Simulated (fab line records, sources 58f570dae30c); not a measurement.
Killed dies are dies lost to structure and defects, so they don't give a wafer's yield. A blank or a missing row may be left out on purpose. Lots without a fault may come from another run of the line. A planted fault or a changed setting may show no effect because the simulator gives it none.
Which tool did it? | flow berkeley_cmos170 | 7 lots, 21 wafers sampled, at 3 steps of a route of 331

WHAT THE GAUGES READ, wafer by wafer
UCB170_SPACER_THK_MEAS_01.
lot  | measured     | on            | SPACER_TEOS_THK (nm)
L789 | day 8 02:03  | film_metro-02 | 378 366 381
L791 | day 8 06:44  | film_metro-02 | 370 382 384
L793 | day 8 19:04  | film_metro-03 | 756 756 757
L802 | day 10 08:20 | film_metro-02 | 762 747 769
L806 | day 11 06:53 | film_metro-01 | 372 385 380
L807 | day 11 07:28 | film_metro-01 | 383 375 379
L810 | day 12 04:46 | film_metro-03 | 385 370 382

WHICH TOOL RAN EACH LOT (tool, then ch and the chambers of the sampled wafers, then the start)
lot  | UCB170_PWELL_STRIP_16               | UCB170_SPACER_CVD_00
L789 | plasma_asher-01 ch 0,1, day 3 19:32 | pecvd-03 ch 0,1,2, day 8 01:58
L791 | plasma_asher-03 ch 0,1, day 4 05:41 | pecvd-02 ch 0,2, day 8 06:41
L793 | plasma_asher-03 ch 0, day 4 13:29   | pecvd-02 ch 0,1,2, day 8 18:49
L802 | plasma_asher-02 ch 0,1, day 6 04:54 | pecvd-03 ch 0,1, day 10 08:04
L806 | plasma_asher-03 ch 0,1, day 7 07:37 | pecvd-03 ch 0,1,2, day 11 06:51
L807 | plasma_asher-03 ch 0,1, day 7 14:50 | pecvd-03 ch 0,1,2, day 11 07:25
L810 | plasma_asher-03 ch 0,1, day 8 04:18 | pecvd-03 ch 0,1,2, day 12 04:44
- UCB170_PWELL_STRIP_16: strips in O2.
- UCB170_SPACER_CVD_00: deposits SiO2 from TEOS/O2, target thk 376 nm, time 47 s.

THE ANSWER, worked out from the rows above alone
Rule: what is usual is taken from the lots themselves. Put in order of their means at a reading, lots are off if they are a third of the lots or fewer, leave a main group of 4 or more, and stand apart from it by a gap of 3 or more times the standard deviation of the main group's means; of several such gaps the widest counts. A main group whose means are all the same, to the digits that the tables above print for the reading, isn't used. A lot without any number at a reading at which 4 lots or more have one is off too. The other lots that the step has rows for count as sound.
Off: L793, L802, at UCB170_SPACER_THK_MEAS_01 (SPACER_TEOS_THK). The main group: mean 378 nm, standard deviation 1.6.
A tool fits if, at a process step before that reading, it ran every lot that is off, and no sound lot after the first of them. The gauges at UCB170_SPACER_THK_MEAS_01 are tried like those tools. None of those tried fits.

WHAT THE SIMULATOR HAD PUT IN
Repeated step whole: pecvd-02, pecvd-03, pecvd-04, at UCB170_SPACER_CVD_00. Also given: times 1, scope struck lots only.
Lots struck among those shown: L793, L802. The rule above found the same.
